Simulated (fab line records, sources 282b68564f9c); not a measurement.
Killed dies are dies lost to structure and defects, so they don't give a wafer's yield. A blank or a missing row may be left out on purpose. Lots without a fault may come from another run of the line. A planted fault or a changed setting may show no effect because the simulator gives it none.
fab line records | flow rit_cmos
record lots=14 wafers=42 last_day=8
route steps=202 shown SPACER@130
lots that met no fault: from a run of the same line without faults
start_h: hours from the record's first day to the start of the lot's first wafer shown | wait_h: hours since the lot's step before | " the same as in the row above | L1.1+2: a row that stands for several wafers | - no value, or no start given | * or withheld: withheld | < > ~ a bound
route shown NAME@n: a module of which the file shows steps, and the number in the route of the first | usual: mean/standard deviation of fault-free wafers | same: alike in all rows | chamber/n: place in a boat | sites: the reading at each site | _std_site: their standard deviation | _edge_site: outer sites' mean less inner sites' | radius_mm: how far each site lies from the wafer's centre | mask NAME#n: copy n | behind: the tool/chamber that last shaped the wafer | hold: why the lot was held/for how many hours/how that ended | device: the transistor (n, p or np) that didn't switch | end of line: the same wafers' tests at the end of the route | a step without rows: its recipe alone | killed: dies lost to structure and defects at the first sort, not the wafer's yield | map: a wafer's dies, x killed, . not, _ none there
set.NAME: the setting as run; set.NAME@STEP: as run at that earlier step | model.NAME: the simulator's own value behind a step, which no gauge read
steps of the route over a sample of lots; a table a step, a row a wafer
services: from which hour (start_h, from the record's first day; less than 0 if before it) a tool's chamber was out of use, for how many hours, and why
## steps
# step RIT_SPACER_ETCHBACK_05
# recipe target_depth_a=2500 SF6_flow_sccm=30 CHF3_flow_sccm=30 target=Si3N4 chemistry=SF6/CHF3 pressure_mtorr=40 rf_w=250 time_s=240 stop_on=SiO2
# usual drypump_motor_current_A=5.6/0.41 oes_product_au=0.849/0.014 rf_fwd_power_W=249.2/0.81 throttle_valve_pct=10.19/0.15
# columns lot.wafer tool chamber start_h wait_h drypump_motor_current_A oes_product_au rf_fwd_power_W rf_hours_counter_h throttle_valve_pct
L245.1 rie_diel-04 1 54.49 0.1 5.3 0.846 248.7 7 9.91
L245.3 " 2 " " 5.6 0.861 249.6 105 10.33
L245.6 " 0 " " 5.6 0.830 250.1 - 10.20
L246.2 rie_diel-03 2 60.51 0.0 5.7 0.858 248.6 3 10.28
L246.3 " 0 " " 6.3 0.843 249.0 143 10.15
L246.6 " 2 " " 5.7 0.845 248.6 - 10.29
L247.1 rie_diel-04 0 66.45 0.1 5.6 0.830 249.4 45 10.19
L247.2 " 3 " " 6.0 0.842 249.7 113 10.02
L247.4 " 2 " " 5.6 0.865 248.0 105 10.33
L248.4 rie_diel-04 2 71.68 0.0 5.6 0.856 249.2 105 10.31
L248.5 " 1 " " 5.3 0.851 249.8 - 9.91
L248.6 " 2 " " 5.6 0.859 249.2 - 10.32
L249.2 rie_diel-04 2 81.59 0.0 5.6 0.859 249.6 105 10.33
L249.4 " 3 " " 6.0 0.836 248.9 113 10.01
L249.5 " 1 " " 5.3 0.849 249.2 - 9.92
L250.3 rie_diel-01 3 86.84 0.0 6.1 0.874 250.1 74 10.34
L250.4 " 0 " " 5.8 0.873 250.2 7 10.29
L250.6 " 2 " " 4.7 0.880 248.4 - 10.18
L258.2 rie_diel-01 2 121.09 0.0 4.8 0.857 249.2 1 10.16
L258.3 " 0 " " 5.8 0.839 248.5 8 10.28
L258.5 " 0 " " 5.8 0.845 248.2 - 10.26
L259.1 rie_diel-04 3 122.55 0.1 6.0 0.821 373.8 114 10.02
L259.3 " 0 " " 5.6 0.826 375.5 47 10.17
L259.5 " 2 " " 5.6 0.860 374.5 - 10.33
L260.1 rie_diel-04 0 127.39 0.1 5.6 0.831 373.8 47 10.18
L260.3 " 2 " " 5.6 0.829 374.6 106 10.32
L260.5 " 0 " " 5.6 0.820 374.4 - 10.19
L261.4 rie_diel-01 1 131.18 0.0 5.1 0.851 250.4 6 10.35
L261.5 " 2 " " 4.7 0.868 249.7 - 10.18
L261.6 " 3 " " 6.1 0.867 249.3 - 10.33
L263.2 rie_diel-01 0 145.67 0.0 5.8 0.864 248.9 8 10.29
L263.3 " 2 " " 4.8 0.872 248.1 2 10.17
L263.4 " 3 " " 6.1 0.871 248.5 75 10.34
L264.1 rie_diel-03 0 147.17 0.1 6.2 0.839 249.9 145 10.13
L264.3 " 3 " " 4.8 0.840 250.2 33 10.41
L264.6 " 1 " " 5.6 0.844 247.5 - 10.25
L267.1 rie_diel-03 0 162.87 0.1 6.3 0.841 250.9 145 10.14
L267.3 " 3 " " 4.8 0.829 247.9 34 10.39
L267.4 " 2 " " 5.7 0.837 249.5 5 10.28
L268.2 rie_diel-01 3 168.50 0.0 6.1 0.858 250.6 75 10.33
L268.3 " 0 " " 5.8 0.847 250.1 8 10.28
L268.6 " 0 " " 5.8 0.843 249.7 - 10.29
## services
# columns tool chamber start_h hours kind
rie_diel-04 0 31.66 4.8 repair
rie_diel-01 0 42.09 7.2 repair
rie_diel-01 2 64.01 - clean
rie_diel-01 2 64.01 20.8 scheduled_down
rie_diel-01 2 64.01 20.8 vent_cycle
rie_diel-03 0 101.25 13.4 repair
rie_diel-01 3 115.03 3.0 repair
## key
first_sign step=RIT_SPACER_ETCHBACK_05 reading=rf_fwd_power_W direction=up sigmas=99+ usual=249.2 struck=374.4
effect none on later readings
met_at RIT_SPACER_ETCHBACK_05
struck_lots L259,L260
tester_left_out L259,L260
onset_between 81.59 122.55
fault kind=process_parameter_drift tool=rie_diel-04 chamber=- onset_h=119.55 steps=RIT_SPACER_ETCHBACK_05 channel=rf_w offset=125 shape=step end_h=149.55 acts_in=these_recipes_only stated=250
# tester_left_out: of these lots the tester's yield and bins aren't shown, on N5 and GAA mostly nor the transistor test; their killed dies are dies lost to structure and defects alone, not to doping, threshold or leakage, so they don't give the yield
